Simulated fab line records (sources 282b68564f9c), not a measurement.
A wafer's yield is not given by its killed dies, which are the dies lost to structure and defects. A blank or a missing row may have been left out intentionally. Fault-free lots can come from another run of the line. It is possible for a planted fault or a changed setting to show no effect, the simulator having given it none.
Commonality check across tools | flow rit-cmos | 48 wafers sampled across 16 lots

## REASON IT WAS OPENED
4 of 16 lots carry a flag on the reading PRETRO_OVL at RIT_PRETRO_OVL_MEAS_06. Fault-free wafers read 0.6 nm, with a standard deviation of 1.5.
Rule: a lot gets a flag if all its wafers with a number sit over 4 standard deviations from that mean, or if no wafer of it has a number. The other lots count as sound.

lot  | measured    | on         | PRETRO_OVL (nm), wafer by wafer | flag
L104 | day 2 15:28 | overlay-02 | 0.8 0.5 0.8                     |
L106 | day 2 20:39 | overlay-02 | -1.6 -1.9 -1.2                  |
L107 | day 2 23:16 | overlay-02 | 1.2 1.4 -0.8                    |
L108 | day 3 04:25 | overlay-01 | -1.1 0.6 -0.8                   |
L109 | day 3 09:23 | overlay-01 | 1.1 1.2 3.8                     |
L110 | day 3 14:34 | overlay-02 | -0.6 -1.6 -1.9                  |
L111 | day 3 17:17 | overlay-01 | 0.4 2.0 2.9                     |
L113 | day 4 03:50 | overlay-01 | -1.0 -0.6 -1.5                  |
L114 | day 4 09:08 | overlay-02 | -0.6 -2.2 -1.2                  |
L115 | day 4 15:01 | overlay-01 | 3.3 2.6 2.2                     |
L118 | day 5 04:40 | overlay-02 | 3397.1 3396.4 3396.5            | FLAGGED
L121 | day 5 19:38 | overlay-02 | 3397.4 3397.0 3397.0            | FLAGGED
L122 | day 6 00:50 | overlay-02 | 3397.0 3396.1 3395.3            | FLAGGED
L124 | day 6 10:52 | overlay-02 | 3396.9 3397.0 3397.5            | FLAGGED
L125 | day 6 16:04 | overlay-02 | 0.6 -0.4 1.1                    |
L127 | day 7 02:07 | overlay-01 | 2.3 0.0 2.0                     |
On average the flagged lots read 3396.8 nm, which is +3396.2 nm against the usual, or +99 or more standard deviations.

## EACH LOT AND THE TOOL IT RAN ON
The record keeps 1 process step preceding the reading, out of 202 steps on the route. Cell contents, in order: the tool; ch with the chambers the sampled wafers went through; the start.
lot  | flag    | RIT_PRETRO_EXPOSE_03
L104 |         | iline-stepper-01 ch 0, day 2 15:03
L106 |         | iline-stepper-02 ch 0, day 2 20:11
L107 |         | iline-stepper-02 ch 0, day 2 22:50
L108 |         | iline-stepper-01 ch 0, day 3 04:01
L109 |         | iline-stepper-01 ch 0, day 3 08:59
L110 |         | iline-stepper-01 ch 0, day 3 14:08
L111 |         | iline-stepper-01 ch 0, day 3 16:52
L113 |         | iline-stepper-01 ch 0, day 4 03:24
L114 |         | iline-stepper-02 ch 0, day 4 08:37
L115 |         | iline-stepper-01 ch 0, day 4 14:21
L118 | FLAGGED | iline-stepper-02 ch 0, day 5 04:16
L121 | FLAGGED | iline-stepper-02 ch 0, day 5 19:13
L122 | FLAGGED | iline-stepper-02 ch 0, day 6 00:25
L124 | FLAGGED | iline-stepper-02 ch 0, day 6 10:26
L125 |         | iline-stepper-01 ch 0, day 6 15:38
L127 |         | iline-stepper-01 ch 0, day 7 01:41
What these steps do:
- RIT_PRETRO_EXPOSE_03: exposes mask M5, target cd 43700 nm.
- RIT_PRETRO_OVL_MEAS_06

## FLAGGED AGAINST TOTAL, ONE TOOL AT A TIME (gauges that did the reading follow at the end)
step                   | tool             | lots run | flagged | share of the flagged lots | sound lots run after its first flagged lot
RIT_PRETRO_EXPOSE_03   | iline-stepper-01 | 9        | 0       | none                      | -
RIT_PRETRO_EXPOSE_03   | iline-stepper-02 | 7        | 4       | all                       | 0
RIT_PRETRO_OVL_MEAS_06 | overlay-01       | 6        | 0       | none                      | -
RIT_PRETRO_OVL_MEAS_06 | overlay-02       | 10       | 4       | all                       | 1 (L125)

## WHAT THE TABLE PERMITS
2 rows of the table ran every flagged lot: iline-stepper-02 at RIT_PRETRO_EXPOSE_03, overlay-02 at RIT_PRETRO_OVL_MEAS_06.
- iline-stepper-02 at RIT_PRETRO_EXPOSE_03: 4 of its 7 lots flagged. Last sound lot L114 at day 4 08:37, first flagged lot L118 at day 5 04:16; a fault beginning in between fits.
- overlay-02 at RIT_PRETRO_OVL_MEAS_06: 4 of its 10 lots flagged. Sound lots ran on it after the first flagged one (L125), which a lasting fault on the whole tool wouldn't allow.
One tool is left: iline-stepper-02 at RIT_PRETRO_EXPOSE_03.

## WHAT THE SIMULATOR HAD PUT IN
Scanner matching overlay: iline-stepper-02, from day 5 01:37 on, at RIT_PRETRO_EXPOSE_03. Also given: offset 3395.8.
Lots struck among those shown: L118, L121, L122, L124. The rule above found the same.
